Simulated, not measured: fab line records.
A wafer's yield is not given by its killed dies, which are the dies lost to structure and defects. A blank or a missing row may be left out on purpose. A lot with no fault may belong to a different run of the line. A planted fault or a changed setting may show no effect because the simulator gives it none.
Which tool did it? | flow ritCmos | 14 lots with 42 wafers sampled at 6 steps, on a route of 202 steps

## WHAT THE GAUGES READ, wafer by wafer
RIT_GATE_THK_MEAS_07.
lot  | measured    | on           | GATE_OXIDE_THK (nm)
L610 | day 2 09:53 | filmMetro-02 | 2.69 2.76 2.83
L611 | day 2 14:38 | filmMetro-03 | 2.74 2.73 2.71
L612 | day 2 19:23 | filmMetro-02 | 2.83 2.77 2.67
L613 | day 3 01:02 | filmMetro-03 | 2.73 2.79 2.86
L615 | day 3 10:59 | filmMetro-03 | 2.77 2.72 2.82
L617 | day 3 20:43 | filmMetro-02 | 2.70 2.80 2.67
L618 | day 4 01:37 | filmMetro-03 | 2.61 2.72 2.72
L619 | day 4 07:25 | filmMetro-01 | 2.71 2.70 2.75
L621 | day 4 16:11 | filmMetro-01 | 2.76 2.81 2.84
L625 | day 5 12:19 | filmMetro-03 | 2.80 2.79 2.77
L628 | day 6 03:58 | filmMetro-03 | 2.64 2.78 2.76
L629 | day 6 08:50 | filmMetro-03 | 2.78 2.84 2.85
L630 | day 6 13:20 | filmMetro-01 | 2.77 2.77 2.75
L633 | day 7 04:34 | filmMetro-01 | 2.77 2.81 2.72

RIT_SILICIDE_RS_MEAS_02: uses a four-point probe to measure.
lot  | measured    | on           | SILICIDE_TI_RS (ohm/sq)
L610 | day 3 03:04 | filmMetro-03 | 47.5 47.7 47.4
L611 | day 3 07:19 | filmMetro-03 | 47.1 47.6 48.0
L612 | day 3 11:55 | filmMetro-03 | 48.0 47.1 48.8
L613 | day 3 16:59 | filmMetro-03 | 47.8 48.2 48.3
L615 | day 4 03:51 | filmMetro-01 | 48.5 47.5 48.0
L617 | day 4 12:42 | filmMetro-02 | 47.1 47.3 46.2
L618 | day 4 19:44 | filmMetro-02 | 47.1 47.6 47.1
L619 | day 5 00:33 | filmMetro-02 | 49.0 48.1 47.9
L621 | day 5 09:07 | filmMetro-03 | 49.1 47.8 47.8
L625 | day 6 05:20 | filmMetro-03 | 47.1 46.9 48.5
L628 | day 6 21:13 | filmMetro-02 | 47.9 58.6 48.0
L629 | day 7 00:46 | filmMetro-01 | 47.2 47.1 47.0
L630 | day 7 06:29 | filmMetro-02 | 57.6 47.9 46.4
L633 | day 7 20:37 | filmMetro-03 | 46.7 47.0 47.3

RIT_SILICIDE_THK_MEAS_03: measures by xrf.
lot  | measured    | on           | SILICIDE_TI_THK (nm)
L610 | day 3 03:10 | filmMetro-03 | 30.4 30.3 30.4
L611 | day 3 07:25 | filmMetro-03 | 30.6 30.3 30.1
L612 | day 3 12:02 | filmMetro-03 | 30.2 30.7 29.8
L613 | day 3 17:07 | filmMetro-03 | 30.3 30.0 29.9
L615 | day 4 03:58 | filmMetro-01 | 29.6 30.3 29.9
L617 | day 4 12:49 | filmMetro-02 | 30.3 30.2 30.9
L618 | day 4 19:50 | filmMetro-02 | 30.2 30.0 30.4
L619 | day 5 00:38 | filmMetro-02 | 29.5 29.8 30.0
L621 | day 5 09:13 | filmMetro-03 | 29.6 30.2 30.0
L625 | day 6 05:28 | filmMetro-03 | 30.4 30.7 30.1
L628 | day 6 21:19 | filmMetro-02 | 30.0 26.3 30.0
L629 | day 7 00:51 | filmMetro-01 | 30.4 30.5 30.5
L630 | day 7 06:36 | filmMetro-02 | 26.7 30.0 30.6
L633 | day 7 20:43 | filmMetro-03 | 30.6 30.6 30.5

RIT_M1_OVL_MEAS_10.
lot  | measured    | on         | M1_OVL (nm)
L610 | day 3 07:26 | overlay-01 | 1.6 0.2 1.6
L611 | day 3 11:25 | overlay-02 | -1.0 -1.4 -2.1
L612 | day 3 16:06 | overlay-01 | 0.7 -0.4 0.6
L613 | day 3 21:19 | overlay-01 | -0.5 1.5 -1.2
L615 | day 4 08:02 | overlay-02 | -0.1 2.6 -0.5
L617 | day 4 16:55 | overlay-01 | -0.7 2.5 1.0
L618 | day 5 00:08 | overlay-01 | 1.3 1.3 -0.4
L619 | day 5 04:48 | overlay-02 | 0.7 0.5 -0.4
L621 | day 5 13:08 | overlay-01 | -0.4 -0.1 0.2
L625 | day 6 09:40 | overlay-02 | 1.5 1.9 4.0
L628 | day 7 01:29 | overlay-02 | 2.6 4.7 2.8
L629 | day 7 05:07 | overlay-02 | 2.4 1.8 1.1
L630 | day 7 10:41 | overlay-02 | 0.0 1.2 -0.7
L633 | day 8 00:46 | overlay-02 | 0.4 -1.6 0.0

## WHICH TOOL RAN EACH LOT (tool, then ch and the chambers of the sampled wafers, then the start)
lot  | RIT_NSD_STRIP_09                   | RIT_SILICIDE_SPUTTER_01
L610 | plasmaAsher-04 ch 0,1, day 3 00:13 | pvdSputter-01, day 3 02:52
L611 | plasmaAsher-02 ch 0,1, day 3 04:27 | pvdSputter-02, day 3 07:07
L612 | plasmaAsher-02 ch 0,1, day 3 09:02 | pvdSputter-01, day 3 11:46
L613 | plasmaAsher-03 ch 0,1, day 3 14:07 | pvdSputter-01, day 3 16:50
L615 | plasmaAsher-04 ch 0,1, day 4 01:08 | pvdSputter-01, day 4 03:42
L617 | plasmaAsher-03 ch 0,1, day 4 09:58 | pvdSputter-02, day 4 12:33
L618 | plasmaAsher-04 ch 0,1, day 4 16:49 | pvdSputter-03, day 4 19:34
L619 | plasmaAsher-04 ch 0,1, day 4 21:42 | pvdSputter-01, day 5 00:20
L621 | plasmaAsher-03 ch 0,1, day 5 06:17 | pvdSputter-01, day 5 08:55
L625 | plasmaAsher-03 ch 1, day 6 02:29   | pvdSputter-03, day 6 05:11
L628 | plasmaAsher-04 ch 0,1, day 6 18:30 | pvdSputter-01, day 6 21:01
L629 | plasmaAsher-02 ch 0,1, day 6 21:55 | pvdSputter-02, day 7 00:33
L630 | plasmaAsher-04 ch 0,1, day 7 03:37 | pvdSputter-01, day 7 06:19
L633 | plasmaAsher-03 ch 0, day 7 17:52   | pvdSputter-02, day 7 20:26
- RIT_NSD_STRIP_09: strips in O2, time 180 s.
- RIT_SILICIDE_SPUTTER_01: material Ti, target thk 30 nm, time 240 s.

## AS READ BY THE TOOLS THEMSELVES (means over the sampled wafers that have a number; for cases with no such wafer, the mark the record gives instead)
RIT_NSD_STRIP_09.
lot  | tool           | drypumpMotorCurrentA (A)
L610 | plasmaAsher-04 | 5.3
L611 | plasmaAsher-02 | 5.0
L612 | plasmaAsher-02 | 5.2
L613 | plasmaAsher-03 | 5.8
L615 | plasmaAsher-04 | 5.3
L617 | plasmaAsher-03 | 5.7
L618 | plasmaAsher-04 | 5.1
L619 | plasmaAsher-04 | 5.1
L621 | plasmaAsher-03 | 5.6
L625 | plasmaAsher-03 | 6.0
L628 | plasmaAsher-04 | 5.2
L629 | plasmaAsher-02 | 5.2
L630 | plasmaAsher-04 | 5.3
L633 | plasmaAsher-03 | 5.5

RIT_SILICIDE_SPUTTER_01.
lot  | tool          | throttleValvePct (%)
L610 | pvdSputter-01 | 30.1
L611 | pvdSputter-02 | 29.4
L612 | pvdSputter-01 | 30.1
L613 | pvdSputter-01 | 30.2
L615 | pvdSputter-01 | 30.0
L617 | pvdSputter-02 | 29.6
L618 | pvdSputter-03 | 30.1
L619 | pvdSputter-01 | 29.8
L621 | pvdSputter-01 | 30.3
L625 | pvdSputter-03 | 30.2
L628 | pvdSputter-01 | 29.9
L629 | pvdSputter-02 | 29.6
L630 | pvdSputter-01 | 30.2
L633 | pvdSputter-02 | 29.3

## THE ANSWER, worked out from the rows above alone
Rule: what is usual is taken from the lots themselves. The widest of any qualifying gaps counts: lots, ordered by their means at a reading, are off when they make up no more than a third of the lots, leave a main group of 4 or more, and stand apart from it by 3 or more times the standard deviation of that group's means. A main group is skipped when, at the precision printed for the reading in the tables above, its means are all equal. Also off: a lot with no number at a reading for which 4 or more lots have one. All remaining lots with rows at the step are treated as sound. After the gauges, taken in route order, come the tools' own readings; for these a lot's mean is taken, as printed above. The first step at which some lot is off is used, and at that step the reading that is off furthest; a lot without a number counts as furthest.
Off: at RIT_SILICIDE_RS_MEAS_02 (SILICIDE_TI_RS), L628, L630. The main group has a mean of 47.6 ohm/sq with a standard deviation of 0.48.
A tool fits if, at a process step before that reading, it ran every lot that is off, and no sound lot after the first of them. Gauges at RIT_SILICIDE_RS_MEAS_02: tried the same way as those tools. Can't be told from this: 3 tools fit, plasmaAsher-04 at RIT_NSD_STRIP_09, pvdSputter-01 at RIT_SILICIDE_SPUTTER_01, filmMetro-02 at RIT_SILICIDE_RS_MEAS_02.

## WHAT THE SIMULATOR HAD INSERTED
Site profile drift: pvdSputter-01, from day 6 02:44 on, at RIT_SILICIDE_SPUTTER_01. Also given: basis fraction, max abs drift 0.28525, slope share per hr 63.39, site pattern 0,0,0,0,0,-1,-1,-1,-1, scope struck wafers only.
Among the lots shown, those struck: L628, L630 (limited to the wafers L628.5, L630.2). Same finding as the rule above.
